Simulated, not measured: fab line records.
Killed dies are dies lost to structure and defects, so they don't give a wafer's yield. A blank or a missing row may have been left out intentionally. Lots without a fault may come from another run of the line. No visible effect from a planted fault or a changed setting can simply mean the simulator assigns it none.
Which tool did it?    flow rit cmos    Sampling: 11 lots, 33 wafers, 5 of 202 route steps

WHAT THE GAUGES READ, wafer by wafer
RIT_PWELL_TW_MEAS_10.
lot   measured     on             PWELL_TW
L774  day 1 23:29  film metro-01  943 944 939
L775  day 2 07:53  film metro-01  947 939 947
L776  day 2 09:11  film metro-01  943 945 943
L777  day 2 13:58  film metro-01  949 941 946
L778  day 2 22:04  film metro-01  949 948 946
L780  day 3 04:47  film metro-01  948 945 943
L782  day 3 14:42  film metro-01  858 861 858 856 855 860
L783  day 4 00:45  film metro-01  861 866 861 858 857 862
L793  day 5 22:01  film metro-01  946 943 944
L794  day 6 02:39  film metro-01  953 950 954
L795  day 6 09:03  film metro-04  946 947 951

RIT_WELLDRIVE_RS_MEAS_02: a four-point-probe measurement.
lot   measured     on             PWELL_RS (ohm/sq)
L774  day 2 05:09  film metro-01  430.4 428.1 429.6
L775  day 2 13:10  film metro-02  426.4 426.9 427.6
L776  day 2 15:17  film metro-01  428.7 427.5 428.2
L777  day 2 19:39  film metro-04  425.4 426.5 424.7
L778  day 3 03:20  film metro-04  427.9 429.2 427.8
L780  day 3 10:04  film metro-01  429.8 429.9 430.2
L782  day 3 23:37  film metro-02  520.1 518.0 520.4 520.2 518.9 519.8
L783  day 4 10:23  film metro-02  519.7 519.7 519.1 519.1 520.5 520.1
L793  day 6 03:29  film metro-02  428.7 428.3 429.3
L794  day 6 07:56  film metro-01  430.6 429.4 430.2
L795  day 6 14:53  film metro-01  430.6 430.7 429.7

RIT_NRETRO_OVL_MEAS_06.
lot   measured     on          NRETRO_OVL (nm)
L774  day 2 06:08  overlay-02  1.3 0.2 0.1
L775  day 2 14:17  overlay-01  2.2 0.7 0.7
L776  day 2 19:52  overlay-01  3.0 2.9 2.9
L777  day 2 20:46  overlay-01  -0.8 -0.3 -0.4
L778  day 3 04:25  overlay-02  -0.3 0.4 -0.8
L780  day 3 11:03  overlay-02  2.9 0.5 2.6
L793  day 6 04:28  overlay-01  0.2 -0.1 -1.5
L794  day 6 09:02  overlay-01  0.8 0.9 0.7
L795  day 6 15:53  overlay-02  -2.6 -2.7 -0.7

RIT_PRETRO_OVL_MEAS_06.
lot   measured     on          PRETRO_OVL (nm)
L774  day 2 07:51  overlay-02  -0.1 -1.4 0.0
L775  day 2 16:04  overlay-02  1.5 0.0 1.3
L776  day 2 21:37  overlay-02  -2.6 -1.2 -0.5
L777  day 2 22:29  overlay-02  -3.3 -1.4 -2.4
L778  day 3 06:01  overlay-02  -1.4 -0.9 -0.7
L780  day 3 12:39  overlay-02  -0.5 0.5 0.6
L793  day 6 06:01  overlay-01  0.9 -0.3 -0.6
L794  day 6 10:43  overlay-01  -0.3 -0.7 0.3
L795  day 6 17:34  overlay-01  -2.1 -0.4 -3.0

TOOL THAT RAN EACH LOT (tool first, then ch and the chambers of the sampled wafers, then the start)
lot   RIT_PWELL_IMPLANT_08
L774  implanter-01 ch 0, day 1 23:11
L775  implanter-01 ch 0, day 2 07:36
L776  implanter-04 ch 0, day 2 08:52
L777  implanter-01 ch 0, day 2 13:38
L778  implanter-02 ch 0, day 2 21:44
L780  implanter-02 ch 0, day 3 04:29
L782  implanter-04 ch 0, day 3 14:23
L783  implanter-04 ch 0, day 4 00:26
L793  implanter-02 ch 0, day 5 21:42
L794  implanter-01 ch 0, day 6 02:20
L795  implanter-02 ch 0, day 6 08:44
- RIT_PWELL_IMPLANT_08

WHAT THE TOOLS THEMSELVES READ (means of the sampled wafers that have a number; where no wafer has one, the mark that the record gives instead)
RIT_PWELL_IMPLANT_08.
lot   tool          dose ions cm2  end station pressure torr (Torr)  faraday current uA  tilt deg (degrees)
L774  implanter-01  7.000e+13      5.1e-06                           219                 6.995
L775  implanter-01  6.999e+13      5.1e-06                           220                 7.004
L776  implanter-04  6.998e+13      4.9e-06                           223                 6.979
L777  implanter-01  7.005e+13      5.3e-06                           225                 7.010
L778  implanter-02  7.005e+13      5.1e-06                           223                 7.013
L780  implanter-02  6.999e+13      5.3e-06                           220                 7.012
L782  implanter-04  5.178e+13      5.0e-06                           160                 7.026
L783  implanter-04  5.180e+13      5.4e-06                           164                 7.034
L793  implanter-02  7.011e+13      5.1e-06                           218                 7.017
L794  implanter-01  7.001e+13      5.0e-06                           226                 6.987
L795  implanter-02  6.999e+13      5.3e-06                           220                 6.993

THE ANSWER, worked out from the rows above alone
Rule: the lots themselves supply what counts as usual. The widest of any qualifying gaps counts: lots, ordered by their means at a reading, are off when they make up no more than a third of the lots, leave a main group of 4 or more, and stand apart from it by 3 or more times the standard deviation of that group's means. The tables above print the reading to a certain number of digits; a main group whose means all agree to those digits is not used. Also off: a lot with no number at a reading for which 4 or more lots have one. Any other lot the step has rows for is counted as sound. First the gauges in route order, then the tools' own readings, where a lot's mean is used as printed above. The first step at which some lot is off is used, and at that step the reading that is off furthest; a lot without a number counts as furthest.
Off: L782, L783, seen at RIT_PWELL_TW_MEAS_10 (PWELL_TW). Main group: mean 946, sd 2.9.
A tool fits if, at a process step before that reading, it ran every lot that is off, and no sound lot after the first of them. The gauges at RIT_PWELL_TW_MEAS_10 aren't tried: what is off there is off at RIT_WELLDRIVE_RS_MEAS_02 too, on other tools, and a gauge's error can't cause that. One fits: RIT_PWELL_IMPLANT_08 on implanter-04. A fault onset in the window from L776 (day 2 08:52, its last sound lot) to L782 (day 3 14:23, its first lot off) fits.
The tool's own readings at RIT_PWELL_IMPLANT_08 bear it out: on the lots that are off they differ by more than 5 times the standard deviation of the sound lots' means. dose ions cm2 reads 5.179e+13 there against 7.002e+13 on the sound lots; faraday current uA reads 162 there against 222 on the sound lots.

WHAT HAD BEEN PUT IN BY THE SIMULATOR
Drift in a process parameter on implanter-04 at RIT_PWELL_IMPLANT_08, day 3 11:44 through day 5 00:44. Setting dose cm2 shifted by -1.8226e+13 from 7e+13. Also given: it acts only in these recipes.
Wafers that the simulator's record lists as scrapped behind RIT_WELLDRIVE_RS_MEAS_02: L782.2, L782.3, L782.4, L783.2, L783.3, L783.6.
Lots struck among those shown: L782, L783. This agrees with what the rule above found.
